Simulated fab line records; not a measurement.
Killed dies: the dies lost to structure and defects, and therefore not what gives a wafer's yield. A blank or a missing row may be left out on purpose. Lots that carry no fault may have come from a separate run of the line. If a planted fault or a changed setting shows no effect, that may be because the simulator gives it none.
The tool behind it: which one?	flow berkeleyCmos170	21 wafers from 7 lots sampled at 2 of the route's 331 steps

## WHAT THE GAUGES READ, wafer by wafer
UCB170_M2_CD_MEAS_15 targets a cd of 700 nm.
lot	measured	on	cdNm (nm)
L444	day 8 01:39	cdSem-02	701.7 701.8 702.6
L446	day 8 01:57	cdSem-02	700.3 701.3 700.5
L449	day 9 08:18	cdSem-02	701.3 699.8 701.1
L453	day 10 02:02	cdSem-01	698.2 697.2 697.9
L455	day 10 14:34	cdSem-01	700.3 699.5 701.2
L457	day 10 13:27	cdSem-01	698.9 700.5 699.6
L463	day 12 01:20	cdSem-02	687.1 685.2 685.7

## TOOL THAT RAN EACH LOT (tool first, then ch and the chambers of the sampled wafers, then the start)
lot	UCB170_M2_SOFTBAKE_11
L444	lithoTrack-02 ch 0, day 8 00:00
L446	lithoTrack-01 ch 0, day 8 01:00
L449	lithoTrack-01 ch 0, day 9 07:00
L453	lithoTrack-02 ch 0, day 10 00:00
L455	lithoTrack-03 ch 0, day 10 13:00
L457	lithoTrack-03 ch 0, day 10 12:00
L463	lithoTrack-01 ch 0, day 12 00:00
- UCB170_M2_SOFTBAKE_11: time 60 s.

## THE ANSWER, worked out from the rows above alone
Rule: the usual values come from the lots themselves. The widest of any qualifying gaps counts: lots, ordered by their means at a reading, are off when they make up no more than a third of the lots, leave a main group of 4 or more, and stand apart from it by 3 or more times the standard deviation of that group's means. The tables above print the reading to a certain number of digits; a main group whose means all agree to those digits is not used. Also off: a lot with no number at a reading for which 4 or more lots have one. Where the step has rows for the other lots, those lots are counted as sound.
Off at UCB170_M2_CD_MEAS_15 (cdNm): L463. Main group: mean 700.2 nm, sd 1.3.
A tool fits if, at a process step before that reading, it ran every lot that is off, and no sound lot after the first of them. Those tools and the gauges at UCB170_M2_CD_MEAS_15 are tried in the same way. Undecided on this evidence; 2 tools fit (lithoTrack-01 at UCB170_M2_SOFTBAKE_11, cdSem-02 at UCB170_M2_CD_MEAS_15).

## WHAT THE SIMULATOR HAD INSERTED
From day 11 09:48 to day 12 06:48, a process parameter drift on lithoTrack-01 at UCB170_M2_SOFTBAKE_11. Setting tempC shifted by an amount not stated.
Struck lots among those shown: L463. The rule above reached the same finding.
